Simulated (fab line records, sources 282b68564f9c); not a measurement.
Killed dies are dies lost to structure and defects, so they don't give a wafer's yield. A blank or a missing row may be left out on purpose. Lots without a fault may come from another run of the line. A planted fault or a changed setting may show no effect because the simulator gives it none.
Split-lot experiment | flow rit_cmos | 5 lots, 27 wafers read, on a route of 202 steps

THE SPLIT
At RIT_M1_DEVELOP_08 (develop time 68 s), the setting develop_time_s was moved away from the recipe's 68 s on 6 of the 27 wafers read, by +38.5% to +51.0%. The other wafers ran this setting at the recipe's value.

FROM THE SPLIT TO THE READING: what the file shows between them, 5 steps
- RIT_M1_CD_MEAS_09: target cd 2600 nm
- RIT_M1_HARDBAKE_11: time 120 s
- RIT_M1_METAL_ETCH_12: etches Al in Cl2/BCl3, stops on SiO2, time 165 s, target depth 600 nm
- RIT_M1_STRIP_13: strips in nmp, time 600 s
- RIT_M1_STRIP_14: strips in O2, time 180 s

THE READING
cd_nm, in nm, at RIT_M1_CD_MEAS_90 (target cd 2600 nm). Fault-free wafers of this fab line usually give 2600 nm, standard deviation 3.9 nm.

wafer  | tool, chamber at the split | develop_time_s as run, s | against the recipe | cd_nm, nm | against lot-mates on the recipe
L077.2 | litho_track-02, 0          | 68                       | recipe             | 2597      | -
L077.3 | litho_track-02, 0          | 68                       | recipe             | 2600      | -
L077.6 | litho_track-02, 0          | 68                       | recipe             | 2599      | -
L078.1 | litho_track-01, 0          | 68                       | recipe             | 2595      | -
L078.2 | litho_track-01, 0          | 68                       | recipe             | 2602      | -
L078.3 | litho_track-01, 0          | 68                       | recipe             | 2600      | -
L078.4 | litho_track-01, 0          | 68                       | recipe             | 2595      | -
L078.5 | litho_track-01, 0          | 68                       | recipe             | 2602      | -
L078.6 | litho_track-01, 0          | 68                       | recipe             | 2597      | -
L080.1 | litho_track-02, 0          | 102.7                    | +51.0%             | 2562      | -42
L080.2 | litho_track-02, 0          | 68                       | recipe             | 2604      | -
L080.3 | litho_track-02, 0          | 102.7                    | +51.0%             | 2565      | -39
L080.4 | litho_track-02, 0          | 68                       | recipe             | 2603      | -
L080.5 | litho_track-02, 0          | 68                       | recipe             | 2605      | -
L080.6 | litho_track-02, 0          | 102.7                    | +51.0%             | 2567      | -37
L081.1 | litho_track-03, 0          | 68                       | recipe             | 2594      | -
L081.2 | litho_track-03, 0          | 68                       | recipe             | 2601      | -
L081.3 | litho_track-03, 0          | 94.17                    | +38.5%             | 2571      | -27
L081.4 | litho_track-03, 0          | 94.17                    | +38.5%             | 2568      | -30
L081.5 | litho_track-03, 0          | 94.17                    | +38.5%             | 2568      | -30
L081.6 | litho_track-03, 0          | 68                       | recipe             | 2600      | -
L084.1 | litho_track-02, 0          | 68                       | recipe             | 2593      | -
L084.2 | litho_track-02, 0          | 68                       | recipe             | 2602      | -
L084.3 | litho_track-02, 0          | 68                       | recipe             | 2592      | -
L084.4 | litho_track-02, 0          | 68                       | recipe             | 2601      | -
L084.5 | litho_track-02, 0          | 68                       | recipe             | 2599      | -
L084.6 | litho_track-02, 0          | 68                       | recipe             | 2592      | -

THE FIT
A straight line over all 27 wafers: cd_nm changes by -0.703 nm for each +1% of develop_time_s; r = -0.96; the points scatter about the line by 3.8 nm.
The same after taking each lot's own level away (the mean of its wafers on the recipe; 27 wafers): -0.768 nm for each +1%; r = -0.98; scatter 2.9 nm.
On that fit, the largest move of develop_time_s shifts the reading by 39 nm.
The lots' own levels span 2596.5 to 2604.0 nm, that is 1.9 times the standard deviation above.
So the lot-to-lot level changes the slope little: the two slopes agree.
Check: with one of the wafers moved furthest among these (+51.0%) left out of the fit, the line predicts -38.4 nm for it against its lot-mates. It came out at -42 nm against them.

THE WHOLE CHAIN: every reading that the file lists as answering this split, in the file's order
step                 | what it does                                                          | reading                                                            | change (the file's fit)               | r (the file's)
RIT_M1_CD_MEAS_09    | target cd 2600 nm                                                     | cd_nm                                                              | -0.715 nm for each +1% of the setting | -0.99
RIT_M1_METAL_ETCH_12 | etches Al in Cl2/BCl3, stops on SiO2, time 165 s, target depth 600 nm | M1.cd_nm (the simulator's own value, which no gauge read)          | -0.77 nm for each +1% of the setting  | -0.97
RIT_M1_CD_MEAS_90    | target cd 2600 nm                                                     | cd_nm                                                              | -0.769 nm for each +1% of the setting | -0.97
RIT_M1_PROBE_99      |                                                                       | etest.m1.width_nm (the simulator's own value, which no gauge read) | -0.826 nm for each +1% of the setting | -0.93

THE FILE'S OWN FIT
cd_nm changes by -0.769 nm for each +1% of develop_time_s, r = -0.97.
